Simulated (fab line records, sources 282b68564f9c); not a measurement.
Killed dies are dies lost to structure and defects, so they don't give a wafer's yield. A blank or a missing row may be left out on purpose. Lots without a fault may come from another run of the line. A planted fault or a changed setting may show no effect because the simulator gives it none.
fab line records | flow rit_cmos
record lots=6 wafers=18 last_day=7
route steps=202 shown M1@184
lots that met no fault: from a run of the same line without faults
start_h: hours from the record's first day to the start of the lot's first wafer shown | wait_h: hours since the lot's step before | " the same as in the row above | L1.1+2: a row that stands for several wafers | - no value, or no start given | * or withheld: withheld | < > ~ a bound
route shown NAME@n: a module of which the file shows steps, and the number in the route of the first | usual: mean/standard deviation of fault-free wafers | same: alike in all rows | chamber/n: place in a boat | sites: the reading at each site | _std_site: their standard deviation | _edge_site: outer sites' mean less inner sites' | radius_mm: how far each site lies from the wafer's centre | mask NAME#n: copy n | behind: the tool/chamber that last shaped the wafer | hold: why the lot was held/for how many hours/how that ended | device: the transistor (n, p or np) that didn't switch | end of line: the same wafers' tests at the end of the route | a step without rows: its recipe alone | killed: dies lost to structure and defects at the first sort, not the wafer's yield | map: a wafer's dies, x killed, . not, _ none there
set.NAME: the setting as run; set.NAME@STEP: as run at that earlier step | model.NAME: the simulator's own value behind a step, which no gauge read
lots at some steps of the route; a table a step, a row a wafer
services: from which hour (start_h, from the record's first day; less than 0 if before it) a tool's chamber was out of use, for how many hours, and why
## steps
# step RIT_M1_SPUTTER_00
# recipe material=Al target_thk_nm=400 power_w=2000 chamber_pressure_pa=0.4 gas=Ar time_s=500 substrate_temp_c=25
# usual throttle_valve_pct=30.3/0.74
# columns lot.wafer tool chamber start_h wait_h throttle_valve_pct
L208.2 pvd_sputter-01 - 71.96 0.0 29.9
L208.4 " - " " 30.3
L208.5 " - " " 30.5
L209.2 pvd_sputter-02 - 85.29 0.0 29.9
L209.3 " - " " 31.7
L209.4 " - " " 29.8
L217.1 pvd_sputter-02 - 117.64 0.0 30.0
L217.5 " - " " 31.4
L217.6 " - " " 29.4
L220.2 pvd_sputter-01 - 132.53 0.0 30.2
L220.5 " - " " 29.6
L220.6 " - " " 30.1
L224.4 pvd_sputter-01 - 155.20 0.0 30.1
L224.5 " - " " 30.1
L224.6 " - " " 30.0
L227.3 pvd_sputter-02 - 174.18 0.0 29.5
L227.5 " - " " 31.4
L227.6 " - " " 31.2
# step RIT_M1_RS_MEAS_01
# recipe thk_meas_gauge=four-point-probe reads=Al_of_M1_SPUTTER_00
# usual M1_AL_RS=0.0735/0.00066
# columns lot.wafer tool chamber start_h wait_h M1_AL_RS[ohm/sq]
L208.2 film_metro-02 - 72.27 0.2 0.0733
L208.4 " - " " 0.0738
L208.5 " - " " 0.0736
L209.2 film_metro-01 - 85.61 0.2 0.0734
L209.3 " - " " 0.0741
L209.4 " - " " 0.0739
L217.1 film_metro-02 - 117.93 0.1 0.0734
L217.5 " - " " 0.0738
L217.6 " - " " 0.0732
L220.2 film_metro-01 - 132.84 0.2 0.0737
L220.5 " - " " 0.0751
L220.6 " - " " 0.0749
L224.4 film_metro-02 - 155.56 0.2 0.0731
L224.5 " - " " 0.0723
L224.6 " - " " 0.0730
L227.3 film_metro-01 - 174.51 0.2 0.0730
L227.5 " - " " 0.0737
L227.6 " - " " 0.0736
# step RIT_M1_THK_MEAS_02
# recipe thk_meas_gauge=xrf reads=Al_of_M1_SPUTTER_00
# usual M1_AL_THK=399/3.7
# columns lot.wafer tool chamber start_h wait_h M1_AL_THK[nm]
L208.2 film_metro-02 - 72.38 0.1 398
L208.4 " - " " 395
L208.5 " - " " 399
L209.2 film_metro-01 - 85.72 0.1 403
L209.3 " - " " 399
L209.4 " - " " 399
L217.1 film_metro-02 - 118.05 0.1 398
L217.5 " - " " 395
L217.6 " - " " 397
L220.2 film_metro-01 - 132.95 0.1 400
L220.5 " - " " 391
L220.6 " - " " 391
L224.4 film_metro-02 - 155.65 0.1 401
L224.5 " - " " 406
L224.6 " - " " 402
L227.3 film_metro-01 - 174.61 0.1 401
L227.5 " - " " 396
L227.6 " - " " 399
# step RIT_M1_HMDS_03
# recipe prime_time_s=60 prime_temp_c=140
# step RIT_M1_COAT_04
# recipe resist=NOVOLAK spin_rpm=2000 resist_thk_nm=1300
# step RIT_M1_SOFTBAKE_05
# recipe resist=NOVOLAK temp_c=90 time_s=60
# step RIT_M1_EXPOSE_06
# recipe mask_id=M12 na=0.6 source_shape=conventional sigma_outer=0.5 target_cd_nm=2600 dose_mj=250
# step RIT_M1_PEB_07
# recipe resist=NOVOLAK temp_c=withheld time_s=withheld
# step RIT_M1_DEVELOP_08
# recipe resist=NOVOLAK develop_time_s=68 dev_temp_c=23
# step RIT_M1_CD_MEAS_09
# recipe target_cd_nm=2600
# usual cd_nm=2601.0/2.7
# columns lot.wafer tool chamber start_h wait_h cd_nm
L208.2 cd_sem-01 - 73.33 - 2600.6
L208.4 " - " " 2600.5
L208.5 " - " " 2600.2
L209.2 cd_sem-01 - 86.83 - 2601.9
L209.3 " - " " 2599.1
L209.4 " - " " 2600.6
L217.1 cd_sem-01 - 119.12 - 2600.3
L217.5 " - " " 2598.0
L217.6 " - " " 2595.4
L220.2 cd_sem-02 - 134.00 - 2598.7
L220.5 " - " " 2599.6
L220.6 " - " " 2601.8
L224.4 cd_sem-01 - 156.75 - 2604.4
L224.5 " - " " 2604.0
L224.6 " - " " 2602.1
L227.3 cd_sem-02 - 175.70 - 2593.7
L227.5 " - " " 2594.9
L227.6 " - " " 2595.1
# step RIT_M1_OVL_MEAS_10
# usual M1_OVL=0.2/1.2
# columns lot.wafer tool chamber start_h wait_h M1_OVL[nm]
L208.2 overlay-02 - 73.44 0.1 0.2
L208.4 " - " " 1.7
L208.5 " - " " -0.9
L209.2 overlay-01 - 86.93 0.1 -1.6
L209.3 " - " " -0.3
L209.4 " - " " -2.6
L217.1 overlay-01 - 119.24 0.1 0.9
L217.5 " - " " -0.5
L217.6 " - " " 0.4
L220.2 overlay-01 - 134.11 0.1 -0.7
L220.5 " - " " 1.3
L220.6 " - " " 1.9
L224.4 overlay-02 - 156.83 0.1 2.4
L224.5 " - " " 1.9
L224.6 " - " " 0.3
L227.3 overlay-01 - 175.79 0.1 0.3
L227.5 " - " " 1.1
L227.6 " - " " -1.0
# step RIT_M1_HARDBAKE_11
# recipe resist=NOVOLAK temp_c=140 time_s=120
# step RIT_M1_METAL_ETCH_12
# recipe stop_on=SiO2 chemistry=Cl2/BCl3 target=Al time_s=165 over_etch_frac=0.5 pressure_mtorr=100 target_depth_a=6000 rf_w=250 Cl2_flow_sccm=60 bcl3_flow_sccm=50
# usual drypump_motor_current_A=5.9/0.47 oes_product_au=0.774/0.011 over_etch_frac=0.5/0 throttle_valve_pct=8.24/0.14
# columns lot.wafer tool chamber start_h wait_h drypump_motor_current_A oes_product_au over_etch_frac rf_hours_counter_h throttle_valve_pct model.NOVOLAK_of_M1_COAT_04.thk_nm model.M1.feature_depth_nm model.SiO2_of_CONTACT_CVD_00.thk_nm
L208.2 rie_metal-04 1 73.72 0.2 5.3 0.768 0.5 1 8.05 804.5 432.1 364.6
L208.4 " 0 " " 6.2 0.765 0.5 - 8.17 807.9 430.5 367.4
L208.5 " 1 " " 5.4 0.766 0.5 - 8.04 810.7 430.5 363.3
L209.2 rie_metal-01 0 87.27 0.2 6.0 0.792 0.5 - 8.41 799.1 433.1 361.8
L209.3 " 0 " " 5.9 0.781 0.5 - 8.43 801.1 429 359.9
L209.4 " 0 " " 5.9 0.789 0.5 - 8.43 800.8 431 363.9
L217.1 rie_metal-04 0 119.52 0.2 6.3 0.757 0.5 1 8.16 813.1 431.4 360.3
L217.5 " 0 " " 6.3 0.769 0.5 - 8.17 815.2 430.3 365
L217.6 " 1 " " 5.4 0.622 1.25 - 8.07 650.5 450.1 345.4
L220.2 rie_metal-04 0 134.39 0.2 6.3 0.755 0.5 1 8.15 811.1 430.6 356.3
L220.5 " 1 " " 5.3 0.610 1.25 - 8.05 637.4 441 346.2
L220.6 " 0 " " 6.3 0.768 0.5 - 8.18 809.1 424.1 368.9
L224.4 rie_metal-01 0 157.15 0.1 6.0 0.783 0.5 - 8.42 803 434.5 368.4
L224.5 " 0 " " 6.0 0.784 0.5 - 8.41 803.5 439 366.6
L224.6 " 1 " " 6.8 0.756 0.5 - 8.31 804.1 435 366.8
L227.3 rie_metal-01 0 176.12 0.2 5.9 0.788 0.5 - 8.42 806.1 435.8 362.2
L227.5 " 0 " " 5.9 0.777 0.5 - 8.41 810.7 430.6 373.5
L227.6 " 1 " " 6.7 0.758 0.5 - 8.31 806 432.1 374.6
# step RIT_M1_STRIP_13
# recipe chemistry=nmp resist=NOVOLAK temp_c=80 time_s=600 dry=n2_spin
# step RIT_M1_STRIP_14
# recipe chemistry=O2 time_s=180 platen_temp_c=withheld power_w=500 pressure_mtorr=4000 o2_flow_sccm=4000
# usual drypump_motor_current_A=5.66/0.27
# columns lot.wafer tool chamber start_h wait_h drypump_motor_current_A rf_hours_counter_h
L208.2 plasma_asher-04 1 74.06 0.0 5.66 41
L208.4 " 1 " " 5.63 -
L208.5 " 0 " " 5.43 -
L209.2 plasma_asher-03 0 87.71 0.0 5.99 30
L209.3 " 0 " " 5.98 -
L209.4 " 1 " " 5.32 -
L217.1 plasma_asher-04 1 120.10 0.0 5.62 46
L217.5 " 1 " " 5.64 -
L217.6 " 0 " " 5.43 -
L220.2 plasma_asher-01 1 134.73 0.0 5.57 2
L220.5 " 1 " " 5.58 -
L220.6 " 0 " " 5.98 -
L224.4 plasma_asher-04 1 157.67 0.1 5.63 -
L224.5 " 0 " " 5.44 -
L224.6 " 1 " " 5.63 -
L227.3 plasma_asher-04 1 176.46 0.1 5.64 -
L227.5 " 1 " " 5.62 -
L227.6 " 0 " " 5.42 -
# step RIT_M1_CD_MEAS_90
# recipe target_cd_nm=2600
# usual cd_nm=2601/3.1
# columns lot.wafer tool chamber start_h wait_h cd_nm
L208.2 cd_sem-01 - 74.25 0.1 2601
L208.4 " - " " 2600
L208.5 " - " " 2601
L209.2 cd_sem-02 - 87.91 0.1 2600
L209.3 " - " " 2597
L209.4 " - " " 2600
L217.1 cd_sem-02 - 120.28 0.1 2601
L217.5 " - " " 2598
L217.6 " - " " 2585
L220.2 cd_sem-02 - 134.92 0.1 2598
L220.5 " - " " 2588
L220.6 " - " " 2602
L224.4 cd_sem-02 - 157.84 0.1 2604
L224.5 " - " " 2604
L224.6 " - " " 2602
L227.3 cd_sem-02 - 176.63 0.1 2592
L227.5 " - " " 2595
L227.6 " - " " 2594
# step RIT_M1_ANNEAL_15
# recipe temp_c=450 time_s=1800 ambient=forming_gas_H2N2
# step RIT_M1_PROBE_99
# usual defect_limited_yield=97.5/1.2 killed_at_contacts=0.1/0.32 killed_at_front_end=6/3.1 killed_dies=7/3.2 killed_open=3.1/1.9 killed_short=3.5/2.2 sort_bin_3_pad_short=0.2/0.24 sort_bin_5_function=1.5/0.86 sort_bin_6_memory=0.9/0.59 sort_n_pass=257/3.2 sort_yield_pct=97.5/1.2
# same gross_dies=264 killed_at_M0_to_M3=0 killed_at_M4_up=0 killed_at_back_side=0 killed_at_other=0
# columns lot.wafer tool chamber start_h wait_h defect_limited_yield[%] killed_at_contacts killed_at_front_end killed_dies killed_open killed_short sort_bin_3_pad_short[%] sort_bin_5_function[%] sort_bin_6_memory[%] sort_n_pass sort_yield_pct[%] model.etest.antenna_m1.gate_log10_a_cm2 model.etest.antenna_m1.vt_shift_v
L208.2 prober-01 - 76.02 0.1 99.2 0 2 2 1 1 0 0.4 0.4 262 99.2 -6.066 -0.01022
L208.4 prober-01 - 76.12 0.2 98.5 0 4 4 0 4 0 1.5 0 260 98.5 -6.251 -0.008991
L208.5 prober-01 - 76.17 0.2 97.0 0 8 8 4 4 0 1.5 1.5 256 97.0 -6.048 -0.01592
L209.2 prober-02 - 89.68 0.1 98.1 0 5 5 3 2 0 1.5 0.4 259 98.1 -6.037 -0.01067
L209.3 prober-02 - 89.73 0.2 97.3 0 7 7 3 4 0 2.7 0 257 97.3 -5.868 -0.01714
L209.4 prober-02 - 89.78 0.2 96.2 1 9 10 7 3 0 2.3 1.5 254 96.2 -6.029 -0.008602
L217.1 prober-02 - 122.02 0.1 98.9 0 3 3 2 1 0 0.4 0.8 261 98.9 -6.56 -0.01355
L217.5 prober-02 - 122.22 0.2 95.1 0 13 13 4 9 0.4 3.4 1.1 251 95.1 -5.988 -0.01415
L217.6 prober-02 - 122.27 0.2 97.3 1 6 7 4 3 0 2.3 0.4 257 97.3 -6.028 -0.02385
L220.2 prober-01 - 136.69 0.1 99.6 0 1 1 0 1 0 0.4 0 263 99.6 -6.074 -0.01081
L220.5 prober-01 - 136.84 0.2 96.6 0 9 9 6 3 0.4 1.5 1.5 255 96.6 -5.431 -0.02697
L220.6 prober-01 - 136.89 0.2 94.7 0 14 14 9 5 0.4 3.4 1.5 250 94.7 -5.796 -0.01002
L224.4 prober-01 - 161.91 0.2 98.5 0 4 4 1 3 0 0.8 0.8 260 98.5 -6.196 -0.01286
L224.5 prober-01 - 161.96 0.2 97.7 0 6 6 3 3 0 1.5 0.8 258 97.7 -5.992 -0.01574
L224.6 prober-01 - 162.01 0.2 97.0 1 7 8 3 5 0 2.3 0.8 256 97.0 -6.002 -0.005613
L227.3 prober-01 - 178.43 0.2 100.0 0 0 0 0 0 0 0 0 264 100.0 -6.166 -0.01849
L227.5 prober-01 - 178.53 0.2 97.7 0 6 6 0 6 0 1.1 1.1 258 97.7 -6.096 -0.007005
L227.6 prober-01 - 178.58 0.2 98.5 0 4 4 3 1 0 1.1 0.4 260 98.5 -6.166 -0.009707
# killed by level:class
L208.2 GATE:geometric_particle:short=1 SILICIDE:geometric_particle:open=1
L208.4 SPACER:geometric_particle:short=2 GATE:geometric_particle:short=1 SILICIDE:geometric_particle:short=1
L208.5 GATE:geometric_particle:open=3 GATE:geometric_particle:short=2 SPACER:geometric_particle:short=2 SPACER:geometric_particle:open=1
L209.2 SILICIDE:geometric_particle:open=2 GATE:geometric_particle:open=1 GATE:geometric_particle:short=1 SPACER:geometric_particle:short=1
L209.3 GATE:geometric_particle:short=2 FOX1:geometric_particle:open=1 GATE:geometric_particle:open=1 REOX:geometric_particle:short=1 SPACER:geometric_particle:open=1 SPACER:geometric_particle:short=1
L209.4 SPACER:geometric_particle:open=3 SILICIDE:geometric_particle:short=2 FOX1:geometric_particle:short=1 FOX2:geometric_particle:open=1 GATE:geometric_particle:open=1 SILICIDE:geometric_particle:open=1 CONTACT:geometric_particle:open=1
L217.1 FOX2:geometric_particle:open=1 GATE:geometric_particle:open=1 GATE:geometric_particle:short=1
L217.5 GATE:geometric_particle:short=4 REOX:geometric_particle:open=3 REOX:geometric_particle:short=2 SPACER:geometric_particle:short=2 FOX2:geometric_particle:short=1 SPACER:geometric_particle:open=1
L217.6 REOX:geometric_particle:open=3 GATE:geometric_particle:open=1 GATE:geometric_particle:short=1 REOX:geometric_particle:short=1 CONTACT:geometric_particle:short=1
L220.2 SILICIDE:geometric_particle:short=1
L220.5 GATE:geometric_particle:short=3 REOX:geometric_particle:open=2 SILICIDE:geometric_particle:open=2 GATE:geometric_particle:open=1 SPACER:geometric_particle:open=1
L220.6 GATE:geometric_particle:open=5 GATE:geometric_particle:short=4 SPACER:geometric_particle:open=2 FOX2:geometric_particle:open=1 REOX:geometric_particle:open=1 SILICIDE:geometric_particle:short=1
L224.4 ACTIVE:geometric_particle:open=1 FOX1:geometric_particle:short=1 GATE:geometric_particle:short=1 REOX:geometric_particle:short=1
L224.5 FOX1:geometric_particle:open=1 GATE:geometric_particle:open=1 REOX:geometric_particle:short=1 SPACER:geometric_particle:short=1 SPACER:geometric_particle:open=1 SILICIDE:geometric_particle:short=1
L224.6 SPACER:geometric_particle:short=2 ACTIVE:geometric_particle:short=1 GATE:geometric_particle:open=1 GATE:geometric_particle:short=1 SPACER:geometric_particle:open=1 SILICIDE:geometric_particle:open=1 CONTACT:geometric_particle:short=1
L227.5 FOX1:geometric_particle:short=2 GATE:geometric_particle:short=2 REOX:geometric_particle:short=1 SPACER:geometric_particle:short=1
L227.6 GATE:geometric_particle:open=1 GATE:geometric_particle:short=1 REOX:geometric_particle:open=1 SILICIDE:geometric_particle:open=1
## services
# columns tool chamber start_h hours kind
plasma_asher-04 - 49.04 2.8 pm
pvd_sputter-01 - 53.00 2.6 repair
pvd_sputter-02 - 81.01 1.1 repair
plasma_asher-04 - 85.90 2.0 repair
rie_metal-01 1 86.08 21.7 repair
plasma_asher-04 - 89.52 2.1 repair
plasma_asher-01 - 108.75 9.0 pm
plasma_asher-01 0 108.75 9.0 vent_cycle
plasma_asher-01 1 108.75 9.0 vent_cycle
plasma_asher-01 0 117.75 - clean
plasma_asher-01 1 117.75 - clean
rie_metal-01 - 136.12 20.0 pm
rie_metal-01 0 136.12 20.0 vent_cycle
rie_metal-01 1 136.12 20.0 vent_cycle
rie_metal-01 0 156.12 - clean
rie_metal-01 1 156.12 - clean
pvd_sputter-02 - 172.59 1.0 repair
plasma_asher-03 - 173.98 4.1 repair
## key
first_sign step=RIT_M1_METAL_ETCH_12 reading=over_etch_frac direction=up sigmas=99+ usual=0.5 struck=1.25
effect step=RIT_M1_METAL_ETCH_12 reading=oes_product_au direction=down sigmas=15 usual=0.774 struck=0.616
effect step=RIT_M1_CD_MEAS_90 reading=cd_nm direction=down sigmas=4.6 usual=2601 struck=2586
model_effect step=RIT_M1_METAL_ETCH_12 value=NOVOLAK_of_M1_COAT_04.thk_nm without=809.1 struck=644
model_effect step=RIT_M1_PROBE_99 value=etest.antenna_m1.gate_log10_a_cm2 without=-6.183 struck=-5.73
met_at RIT_M1_METAL_ETCH_12
struck_wafers L217.6,L220.5
onset_between 73.72 119.52
fault kind=process_parameter_drift tool=rie_metal-04 chamber=1 onset_h=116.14 steps=RIT_M1_METAL_ETCH_12 channel=over_etch_frac offset=0.75 shape=step end_h=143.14 stated=0.5
